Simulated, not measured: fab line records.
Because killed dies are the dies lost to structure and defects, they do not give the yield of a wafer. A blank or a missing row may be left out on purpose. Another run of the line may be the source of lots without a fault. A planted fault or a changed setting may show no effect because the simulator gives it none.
Which of the tools did it? | flow berkeley-cmos170 | 14 lots, 42 wafers sampled, at 6 steps of a route of 331

## WHAT EACH GAUGE READ, for each wafer
UCB170_PWELL_THK_MEAS_06. Usual: for PWELL_NITRIDE_THK the level is 219.3 nm and the standard deviation is 1.9.
lot  | measured    | on            | PWELL_NITRIDE_THK (nm) | flag
L413 | day 2 23:55 | film-metro-01 | 218.4 220.0 218.7      |
L414 | day 3 16:41 | film-metro-04 | 217.3 219.2 220.5      |
L418 | day 4 01:29 | film-metro-04 | 220.1 221.0 219.3      |
L417 | day 4 09:04 | film-metro-04 | 220.2 220.3 219.5      |
L419 | day 4 09:05 | film-metro-01 | 217.1 218.4 217.3      |
L421 | day 4 17:46 | film-metro-01 | 221.5 221.4 224.1      |
L422 | day 4 17:40 | film-metro-01 | 218.5 217.8 218.0      |
L425 | day 5 19:45 | film-metro-04 | 217.1 217.0 216.0      |
L428 | day 6 12:08 | film-metro-01 | 220.8 221.1 221.2      |
L430 | day 6 20:25 | film-metro-04 | 269.6 268.7 267.5      | OFF
L431 | day 6 20:25 | film-metro-01 | 270.9 270.3 269.3      | OFF
L434 | day 7 14:11 | film-metro-01 | 222.4 222.0 221.5      |
L435 | day 7 14:11 | film-metro-02 | 218.5 217.8 220.3      |
L436 | day 7 23:23 | film-metro-04 | 219.9 218.6 218.9      |

UCB170_NVT_OVL_MEAS_06. Usual: for NVT_OVL the level is 5 nm and the standard deviation is 5.
lot  | measured     | on         | NVT_OVL (nm) | flag
L413 | day 5 20:56  | overlay-02 | -2 -4 0      |
L414 | day 6 14:43  | overlay-01 | -2 0 0       |
L418 | day 6 23:10  | overlay-01 | 8 7 5        |
L417 | day 6 23:26  | overlay-02 | 4 -2 2       |
L419 | day 6 23:00  | overlay-01 | 10 7 7       |
L421 | day 7 17:23  | overlay-01 | 7 10 9       |
L422 | day 7 17:10  | overlay-01 | 3 -2 3       |
L425 | day 8 21:31  | overlay-01 | -1 2 1       |
L428 | day 9 16:02  | overlay-02 | -3 3 13      |
L430 | day 10 04:50 | overlay-02 | 19 17 17     |
L431 | day 10 05:20 | overlay-01 | 7 4 11       |
L434 | day 10 18:03 | overlay-01 | 14 10 10     |
L435 | day 10 17:49 | overlay-02 | 0 1 10       |
L436 | day 11 07:27 | overlay-02 | -4 0 6       |

UCB170_FIELD_THK_MEAS_91. Usual: for FIELD_OXIDE_LEFT_2_THK the level is 356 nm and the standard deviation is 8.8.
lot  | measured     | on            | FIELD_OXIDE_LEFT_2_THK (nm) | flag
L413 | day 5 23:58  | film-metro-02 | 345 357 349                 |
L414 | day 6 18:50  | film-metro-01 | 357 349 346                 |
L418 | day 7 02:48  | film-metro-01 | 350 358 357                 |
L417 | day 7 02:31  | film-metro-04 | 360 352 356                 |
L419 | day 7 02:23  | film-metro-02 | 361 361 363                 |
L421 | day 7 21:28  | film-metro-02 | 370 360 364                 |
L422 | day 7 19:03  | film-metro-04 | 352 360 350                 |
L425 | day 8 23:47  | film-metro-04 | 355 353 358                 |
L428 | day 9 18:55  | film-metro-02 | 349 359 350                 |
L430 | day 10 06:44 | film-metro-04 | 345 336 344                 |
L431 | day 10 07:43 | film-metro-04 | 356 360 347                 |
L434 | day 10 23:56 | film-metro-04 | 374 368 364                 |
L435 | day 10 23:40 | film-metro-01 | 358 360 359                 |
L436 | day 11 09:15 | film-metro-02 | 346 339 341                 |

UCB170_GATE_OVL_MEAS_13. Usual: for GATE_OVL the level is 1 nm and the standard deviation is 4.5.
lot  | measured     | on         | GATE_OVL (nm) | flag
L413 | day 6 13:02  | overlay-02 | 0 2 -2        |
L414 | day 7 08:32  | overlay-02 | 4 -5 4        |
L418 | day 7 17:20  | overlay-02 | 7 0 -2        |
L417 | day 7 17:13  | overlay-02 | 1 -3 -3       |
L419 | day 7 17:16  | overlay-01 | 12 1 8        |
L421 | day 8 12:26  | overlay-01 | 7 3 -1        |
L422 | day 8 12:15  | overlay-01 | 4 3 3         |
L425 | day 9 20:55  | overlay-02 | 5 3 0         |
L428 | day 10 09:14 | overlay-01 | 2 -8 -1       |
L430 | day 10 21:04 | overlay-01 | 6 2 -2        |
L431 | day 10 21:46 | overlay-02 | 3 -2 2        |
L434 | day 11 16:14 | overlay-01 | 8 7 10        |
L435 | day 11 16:05 | overlay-02 | 2 9 5         |
L436 | day 12 01:00 | overlay-02 | 0 -1 -2       |

## WHAT TOOL EACH LOT RAN ON (gives the tool, then ch and the chambers of the sampled wafers, and finally the start)
lot  | UCB170_PWELL_CVD_05        | UCB170_PWELL_ETCH_14
L413 | lpcvd-01 ch 1, day 2 21:56 | rie-diel-03 ch 0,1,3, day 3 00:54
L414 | lpcvd-01 ch 0, day 3 14:46 | rie-diel-02 ch 0,1, day 3 17:38
L418 | lpcvd-02 ch 0, day 3 23:33 | rie-diel-03 ch 0,2,3, day 4 02:47
L417 | lpcvd-02 ch 1, day 4 07:08 | rie-diel-01 ch 1,3, day 4 09:59
L419 | lpcvd-02 ch 0, day 4 07:08 | rie-diel-02 ch 0,1,2, day 4 10:43
L421 | lpcvd-01 ch 1, day 4 15:43 | rie-diel-03 ch 0,2,3, day 4 19:03
L422 | lpcvd-01 ch 1, day 4 15:43 | rie-diel-01 ch 0,1,3, day 4 18:53
L425 | lpcvd-02 ch 1, day 5 17:49 | rie-diel-01 ch 1,2, day 5 21:12
L428 | lpcvd-02 ch 0, day 6 10:11 | rie-diel-03 ch 1,2, day 6 14:10
L430 | lpcvd-01 ch 0, day 6 18:29 | rie-diel-01 ch 0,1,3, day 6 21:28
L431 | lpcvd-01 ch 0, day 6 18:29 | rie-diel-03 ch 0,1,3, day 6 21:56
L434 | lpcvd-02 ch 0, day 7 12:16 | rie-diel-02 ch 0,2,3, day 7 15:29
L435 | lpcvd-02 ch 0, day 7 12:16 | rie-diel-03 ch 0,3, day 7 15:15
L436 | lpcvd-02 ch 0, day 7 21:26 | rie-diel-01 ch 2,3, day 8 00:20
- UCB170_PWELL_CVD_05: deposits Si3N4 from SiH2Cl2/NH3, target thk 220 nm, time 3300 s.
- UCB170_PWELL_ETCH_14: etches Si3N4 in CH3F/Ar/O2, stops on SiO2, target depth 242 nm, time 151 s.

## WHAT THE TOOLS THEMSELVES READ (means of the sampled wafers that have a number; where no wafer has one, the mark that the record gives instead)
UCB170_PWELL_CVD_05. Usual: 800.0 C for susceptor-temp-C, sd 0.32.
lot  | tool     | susceptor-temp-C (C) | flag
L413 | lpcvd-01 | 800.0                |
L414 | lpcvd-01 | 800.2                |
L418 | lpcvd-02 | 800.1                |
L417 | lpcvd-02 | 800.3                |
L419 | lpcvd-02 | 799.3                |
L421 | lpcvd-01 | 800.2                |
L422 | lpcvd-01 | 800.0                |
L425 | lpcvd-02 | 800.1                |
L428 | lpcvd-02 | 799.9                |
L430 | lpcvd-01 | 799.9                |
L431 | lpcvd-01 | 800.4                |
L434 | lpcvd-02 | 800.3                |
L435 | lpcvd-02 | 799.9                |
L436 | lpcvd-02 | 800.2                |

UCB170_PWELL_ETCH_14. Usual: drypump-motor-current-A 5.7 A, standard deviation 0.41; oes-product-au 0.942 a.u., standard deviation 0.014; throttle-valve-pct 8.13 %, standard deviation 0.11.
lot  | tool        | drypump-motor-current-A (A) | oes-product-au (a.u.) | throttle-valve-pct (%) | flag
L413 | rie-diel-03 | 5.7                         | 0.941                 | 8.20                   |
L414 | rie-diel-02 | 5.4                         | 0.916                 | 8.16                   |
L418 | rie-diel-03 | 5.8                         | 0.944                 | 8.18                   |
L417 | rie-diel-01 | 5.7                         | 0.946                 | 8.10                   |
L419 | rie-diel-02 | 5.7                         | 0.923                 | 8.17                   |
L421 | rie-diel-03 | 5.8                         | 0.949                 | 8.18                   |
L422 | rie-diel-01 | 5.8                         | 0.950                 | 8.10                   |
L425 | rie-diel-01 | 5.7                         | 0.952                 | 8.03                   |
L428 | rie-diel-03 | 5.2                         | 0.948                 | 8.17                   |
L430 | rie-diel-01 | 5.7                         | 1.005                 | 8.10                   | OFF
L431 | rie-diel-03 | 5.7                         | 0.995                 | 8.19                   | OFF
L434 | rie-diel-02 | 5.6                         | 0.938                 | 8.11                   |
L435 | rie-diel-03 | 6.0                         | 0.942                 | 8.23                   |
L436 | rie-diel-01 | 5.4                         | 0.958                 | 7.92                   |

## THE ANSWER, worked out from the rows above alone
Rule: take the mean of a lot's wafers that have a number; if it is more than 3 standard deviations from the usual mean, the lot is off. A lot without any number at a reading at which 4 lots or more have one is off too. The other lots that the step has rows for count as sound. First the gauges in route order, then the tools' own readings, where a lot's mean is used as printed above. The first step at which some lot is off is used, and at that step the reading that is off furthest; a lot without a number counts as furthest.
Off: at UCB170_PWELL_THK_MEAS_06 (PWELL_NITRIDE_THK), L430, L431.
If a tool, at a process step before that reading, ran all the lots that are off and no sound lot after the first of them, it fits. The gauges at UCB170_PWELL_THK_MEAS_06 aren't tried: what is off there is off at UCB170_PWELL_ETCH_14 too, on other tools, and a gauge's error can't cause that. One fits: UCB170_PWELL_CVD_05 on lpcvd-01. Its last sound lot is L421 (day 4 15:43), its first lot that is off L430 (day 6 18:29): a fault that began between those two fits.

## WHAT WAS PUT IN BY THE SIMULATOR
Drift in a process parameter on lpcvd-01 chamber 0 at UCB170_PWELL_CVD_05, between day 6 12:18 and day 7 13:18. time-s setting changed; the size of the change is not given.
Shown lots that were struck: L431, L430. The rule above reached the same finding.
